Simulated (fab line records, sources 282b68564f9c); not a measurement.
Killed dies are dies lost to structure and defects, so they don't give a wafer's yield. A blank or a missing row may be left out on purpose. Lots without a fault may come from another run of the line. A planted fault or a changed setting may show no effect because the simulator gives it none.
fab line records | flow rit_cmos
record lots=6 wafers=18 last_day=7
route steps=202 shown PLDD@121 SPACER@125 NSD@131 M1@202
lots that met no fault: from a run of the same line without faults
start_h: hours from the record's first day to the start of the lot's first wafer shown | wait_h: hours since the lot's step before | " the same as in the row above | L1.1+2: a row that stands for several wafers | - no value, or no start given | * or withheld: withheld | < > ~ a bound
route shown NAME@n: a module of which the file shows steps, and the number in the route of the first | usual: mean/standard deviation of fault-free wafers | same: alike in all rows | chamber/n: place in a boat | sites: the reading at each site | _std_site: their standard deviation | _edge_site: outer sites' mean less inner sites' | radius_mm: how far each site lies from the wafer's centre | mask NAME#n: copy n | behind: the tool/chamber that last shaped the wafer | hold: why the lot was held/for how many hours/how that ended | device: the transistor (n, p or np) that didn't switch | end of line: the same wafers' tests at the end of the route | a step without rows: its recipe alone | killed: dies lost to structure and defects at the first sort, not the wafer's yield | map: a wafer's dies, x killed, . not, _ none there
set.NAME: the setting as run; set.NAME@STEP: as run at that earlier step | model.NAME: the simulator's own value behind a step, which no gauge read
lots at some steps of the route; a table a step, a row a wafer
services: from which hour (start_h, from the record's first day; less than 0 if before it) a tool's chamber was out of use, for how many hours, and why
## steps
# step RIT_PLDD_HARDBAKE_07
# recipe resist=NOVOLAK temp_c=140 time_s=60
# step RIT_PLDD_IMPLANT_08
# recipe species=BF2 energy_kev=20 dose_cm2=9e+14 tilt_deg=7
# step RIT_PLDD_STRIP_09
# recipe chemistry=O2 time_s=180 resist=NOVOLAK platen_temp_c=withheld power_w=500 pressure_mtorr=4000 o2_flow_sccm=4000
# usual chamber_pressure_mTorr=3999/3.3 drypump_motor_current_A=5.4/0.37
# same time_s=180
# columns lot.wafer tool chamber start_h wait_h chamber_pressure_mTorr drypump_motor_current_A rf_hours_counter_h
L804.3 plasma_asher-03 0 47.52 0.1 3997 5.9 -
L804.5 " 1 " " 4000 5.0 -
L804.6 " 0 " " 3997 5.9 -
L815.3 plasma_asher-03 1 112.59 0.1 3998 5.0 -
L815.4 " 0 " " 3999 5.9 -
L815.5 " 0 " " 3997 5.9 -
L818.1 plasma_asher-03 0 123.28 0.1 4003 5.9 48
L818.4 " 1 " " 4001 5.0 -
L818.5 " 1 " " 4006 4.9 -
L819.3 plasma_asher-04 0 127.19 0.1 4005 5.9 -
L819.4 " 1 " " 3999 5.2 -
L819.6 " 0 " " 3999 5.9 -
L823.1 plasma_asher-03 1 143.37 0.1 3999 5.0 51
L823.2 " 0 " " 3996 5.9 51
L823.4 " 0 " " 3994 5.9 -
L825.1 plasma_asher-02 0 154.99 0.1 4000 5.3 38
L825.3 " 0 " " 4002 5.4 -
L825.5 " 0 " " 4001 5.4 -
# step RIT_PLDD_TW_MEAS_10
# usual PLDD_TW=2304/30
# columns lot.wafer tool chamber start_h wait_h PLDD_TW
L804.3 film_metro-01 - 47.65 0.1 2286
L804.5 " - " " 2294
L804.6 " - " " 2304
L815.3 film_metro-01 - 112.72 0.1 2289
L815.4 " - " " 2288
L815.5 " - " " 2298
L818.1 film_metro-01 - 123.46 0.1 2284
L818.4 " - " " 2273
L818.5 " - " " 2278
L819.3 film_metro-04 - 127.32 0.1 2350
L819.4 " - " " 2364
L819.6 " - " " 2355
L823.1 film_metro-01 - 143.54 0.1 2273
L823.2 " - " " 2275
L823.4 " - " " 2270
L825.1 film_metro-01 - 155.16 0.1 2284
L825.3 " - " " 2280
L825.5 " - " " 2290
# step RIT_SPACER_CLEAN_00
# recipe chemistry=SC1 mix=3:3:50 time_s=600 temp_c=75
# step RIT_SPACER_CLEAN_01
# recipe chemistry=dHF dilution=50:1 time_s=30
# step RIT_SPACER_CLEAN_02
# recipe chemistry=SC2 mix=3:3:50 time_s=600 temp_c=75 dry=n2_spin
# step RIT_SPACER_CVD_03
# recipe material=Si3N4 target_thk_nm=250 temp_c=810 precursor=SiH2Cl2/NH3 time_s=3300 pressure_mtorr=300 sih2cl2_flow_sccm=60 nh3_flow_sccm=150
# step RIT_SPACER_THK_MEAS_04
# recipe reads=Si3N4_of_SPACER_CVD_03
# usual SPACER_NITRIDE_THK=250.1/2.6
# columns lot.wafer tool chamber start_h wait_h SPACER_NITRIDE_THK[nm]
L804.3 film_metro-02 - 50.03 0.0 252.8
L804.5 " - " " 251.8
L804.6 " - " " 250.8
L815.3 film_metro-04 - 115.07 0.0 247.8
L815.4 " - " " 244.8
L815.5 " - " " 248.7
L818.1 film_metro-04 - 125.80 0.0 250.0
L818.4 " - " " 249.9
L818.5 " - " " 252.0
L819.3 film_metro-03 - 129.67 0.0 245.7
L819.4 " - " " 246.3
L819.6 " - " " 245.7
L823.1 film_metro-02 - 145.89 0.0 248.9
L823.2 " - " " 250.8
L823.4 " - " " 249.2
L825.1 film_metro-03 - 157.54 0.0 254.5
L825.3 " - " " 253.1
L825.5 " - " " 253.5
# step RIT_SPACER_ETCHBACK_05
# recipe target_depth_a=2500 SF6_flow_sccm=30 CHF3_flow_sccm=30 target=Si3N4 chemistry=SF6/CHF3 pressure_mtorr=40 rf_w=250 time_s=240 stop_on=SiO2
# usual chamber_pressure_mTorr=40.01/0.033 drypump_motor_current_A=5.5/0.51 oes_product_au=0.842/0.016 rf_fwd_power_W=249.3/0.73 throttle_valve_pct=10.26/0.12
# same time_s=240
# columns lot.wafer tool chamber start_h wait_h chamber_pressure_mTorr drypump_motor_current_A oes_product_au rf_fwd_power_W rf_hours_counter_h throttle_valve_pct
L804.3 rie_diel-01 3 50.07 0.0 40.01 4.6 0.842 249.1 114 10.42
L804.5 " 2 " " 40.02 5.4 0.853 248.5 - 10.30
L804.6 " 1 " " 40.00 6.1 0.816 250.6 - 10.08
L815.3 rie_diel-01 3 115.11 0.0 39.97 4.7 0.828 248.4 115 10.41
L815.4 " 1 " " 40.01 6.1 0.808 249.1 138 10.09
L815.5 " 1 " " 40.00 6.1 0.813 249.6 - 10.09
L818.1 rie_diel-01 3 125.86 0.1 39.99 4.6 0.828 250.2 115 10.40
L818.4 " 0 " " 40.00 5.9 0.828 250.3 90 10.21
L818.5 " 3 " " 40.05 4.6 0.841 249.1 - 10.40
L819.3 rie_diel-02 1 129.71 0.0 39.97 6.2 0.850 248.6 0 10.04
L819.4 " 3 " " 40.00 5.0 0.861 250.0 6 10.27
L819.6 " 3 " " 40.03 5.0 0.859 249.5 - 10.27
L823.1 rie_diel-02 1 145.95 0.1 39.94 6.2 0.852 248.3 0 10.05
L823.2 " 2 " " 40.04 5.2 0.848 250.1 120 10.26
L823.4 " 3 " " 40.03 5.0 0.868 249.0 6 10.26
L825.1 rie_diel-01 3 157.60 0.1 39.98 4.7 0.853 249.4 116 10.41
L825.3 " 1 " " 40.00 6.1 0.819 250.0 139 10.07
L825.5 " 0 " " 39.95 5.9 0.849 248.7 - 10.23
# step RIT_NSD_HMDS_00
# recipe prime_time_s=60 prime_temp_c=140
# step RIT_NSD_COAT_01
# recipe resist=NOVOLAK spin_rpm=3250 resist_thk_nm=1000
# step RIT_NSD_SOFTBAKE_02
# recipe resist=NOVOLAK temp_c=90 time_s=60
# usual exhaust_pa=45.0/0.95 run_length_s=89.12/0.14
# columns lot.wafer tool chamber start_h wait_h exhaust_pa run_length_s
L804.3 litho_track-01 0 50.57 0.1 44.7 89.38
L804.5 " 0 " " 44.6 89.19
L804.6 " 0 " " 44.2 89.13
L815.3 litho_track-02 0 115.61 0.1 43.6 89.17
L815.4 " 0 " " 43.8 89.33
L815.5 " 0 " " 43.5 89.20
L818.1 litho_track-02 0 126.31 0.1 44.2 91.45
L818.4 " 0 " " 44.7 91.39
L818.5 " 0 " " 44.2 91.36
L819.3 litho_track-02 0 130.21 0.1 44.8 91.35
L819.4 " 0 " " 44.5 91.43
L819.6 " 0 " " 45.6 91.55
L823.1 litho_track-03 0 146.40 0.1 45.1 89.00
L823.2 " 0 " " 45.6 89.05
L823.4 " 0 " " 45.2 89.14
L825.1 litho_track-01 0 158.05 0.1 44.7 89.19
L825.3 " 0 " " 44.9 89.31
L825.5 " 0 " " 44.2 89.16
# step RIT_NSD_EXPOSE_03
# recipe mask_id=M9 na=0.57 target_cd_nm=40700 dose_mj=250
# step RIT_M1_PROBE_99
# usual killed_at_contacts=0.1/0.31 killed_at_front_end=6.8/2.7 killed_dies=6.9/2.7 killed_open=3.3/1.8 killed_short=3.5/1.8
# same gross_dies=264 killed_at_M0_to_M3=0 killed_at_M4_up=0 killed_at_back_side=0 killed_at_other=0
# columns lot.wafer tool chamber start_h wait_h killed_at_contacts killed_at_front_end killed_dies killed_open killed_short
L804.3 prober-01 - 61.56 0.2 0 4 4 2 1
L804.5 prober-01 - 61.66 0.2 0 5 5 3 2
L804.6 prober-01 - 61.71 0.2 1 5 6 3 3
L815.3 prober-02 - 127.08 0.2 0 8 8 5 3
L815.4 prober-02 - 127.13 0.2 0 5 5 4 1
L815.5 prober-02 - 127.18 0.2 0 4 4 2 2
L818.1 prober-01 - 137.10 0.1 0 7 7 5 2
L818.4 prober-01 - 137.25 0.2 1 6 7 3 4
L818.5 prober-01 - 137.30 0.2 0 10 10 5 5
L819.3 prober-02 - 140.99 0.2 0 6 6 4 2
L819.4 prober-02 - 141.04 0.2 1 9 10 3 6
L819.6 prober-02 - 141.14 0.2 0 2 2 2 0
L823.1 prober-02 - 156.84 0.1 0 11 11 5 6
L823.2 prober-02 - 156.89 0.1 0 13 13 8 5
L823.4 prober-02 - 156.99 0.2 0 3 3 2 1
L825.1 prober-02 - 168.65 0.1 0 6 6 1 4
L825.3 prober-02 - 168.75 0.2 0 7 7 5 2
L825.5 prober-02 - 168.85 0.2 0 8 8 4 4
# killed by level:class
L804.3 FOX1:geometric_particle:short=1 FOX1:geometric_particle:open=1 SPACER:geometric_particle:open=1 NRETRO:coat_microbubble_printed=1
L804.5 SPACER:geometric_particle:open=2 GATE:geometric_particle:short=1 REOX:geometric_particle:open=1 SPACER:geometric_particle:short=1
L804.6 FOX1:geometric_particle:short=1 FOX2:geometric_particle:short=1 GATE:geometric_particle:open=1 REOX:geometric_particle:open=1 SPACER:geometric_particle:short=1 CONTACT:geometric_particle:open=1
L815.3 GATE:geometric_particle:open=3 GATE:geometric_particle:short=2 REOX:geometric_particle:open=1 SPACER:geometric_particle:open=1 SPACER:geometric_particle:short=1
L815.4 GATE:geometric_particle:open=2 FOX2:geometric_particle:open=1 SPACER:geometric_particle:open=1 SILICIDE:geometric_particle:short=1
L815.5 GATE:geometric_particle:open=2 REOX:geometric_particle:short=1 SILICIDE:geometric_particle:short=1
L818.1 GATE:geometric_particle:short=2 REOX:geometric_particle:open=2 SPACER:geometric_particle:open=2 GATE:geometric_particle:open=1
L818.4 GATE:geometric_particle:short=2 FOX1:geometric_particle:open=1 GATE:geometric_particle:open=1 REOX:geometric_particle:short=1 SPACER:geometric_particle:short=1 CONTACT:geometric_particle:open=1
L818.5 FOX1:geometric_particle:short=2 SPACER:geometric_particle:short=2 SPACER:geometric_particle:open=2 GATE:geometric_particle:open=1 GATE:geometric_particle:short=1 REOX:geometric_particle:open=1 SILICIDE:geometric_particle:open=1
L819.3 GATE:geometric_particle:open=3 GATE:geometric_particle:short=2 FOX2:geometric_particle:open=1
L819.4 GATE:geometric_particle:short=3 FOX1:geometric_particle:short=2 GATE:geometric_particle:open=2 FOX1:geometric_particle:open=1 SILICIDE:geometric_particle:short=1 CONTACT:coat_microbubble_printed=1
L819.6 GATE:geometric_particle:open=2
L823.1 GATE:geometric_particle:short=4 GATE:geometric_particle:open=3 FOX2:geometric_particle:open=1 REOX:geometric_particle:open=1 REOX:geometric_particle:short=1 SPACER:geometric_particle:short=1
L823.2 GATE:geometric_particle:short=4 GATE:geometric_particle:open=3 SILICIDE:geometric_particle:open=3 REOX:geometric_particle:open=1 SPACER:geometric_particle:open=1 SPACER:geometric_particle:short=1
L823.4 FOX1:geometric_particle:open=1 GATE:geometric_particle:short=1 SILICIDE:geometric_particle:open=1
L825.1 SILICIDE:geometric_particle:short=2 FOX1:geometric_particle:short=1 GATE:geometric_particle:open=1 GATE:geometric_particle:short=1 NWELL:coat_microbubble_printed=1
L825.3 GATE:geometric_particle:open=2 FOX1:geometric_particle:open=1 GATE:geometric_particle:short=1 SPACER:geometric_particle:open=1 SILICIDE:geometric_particle:short=1 SILICIDE:geometric_particle:open=1
L825.5 FOX2:geometric_particle:open=2 GATE:geometric_particle:short=2 FOX1:geometric_particle:short=1 GATE:geometric_particle:open=1 REOX:geometric_particle:short=1 SPACER:geometric_particle:open=1
## services
# columns tool chamber start_h hours kind
plasma_asher-02 - 26.34 0.9 repair
rie_diel-01 3 73.26 4.4 repair
rie_diel-02 1 93.04 - clean
rie_diel-02 1 93.04 23.1 scheduled_down
rie_diel-02 1 93.04 23.1 vent_cycle
rie_diel-02 3 94.80 23.1 repair
rie_diel-02 - 106.12 14.6 pm
plasma_asher-04 - 116.28 1.5 repair
rie_diel-02 2 156.47 4.8 repair
## key
first_sign step=RIT_NSD_SOFTBAKE_02 reading=run_length_s direction=up sigmas=16 usual=* struck=*
effect none on later readings
met_at RIT_NSD_SOFTBAKE_02
struck_wafers L818.1,L818.4,L818.5,L819.3,L819.4,L819.6
tester_left_out L818,L819
onset_between 115.61 126.31
fault kind=process_parameter_drift tool=litho_track-02 chamber=- onset_h=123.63 steps=RIT_NSD_SOFTBAKE_02 channel=time_s offset=* shape=step end_h=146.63 acts_in=* stated=*
# tester_left_out: of these lots the tester's yield and bins aren't shown, on N5 and GAA mostly nor the transistor test; their killed dies are dies lost to structure and defects alone, not to doping, threshold or leakage, so they don't give the yield
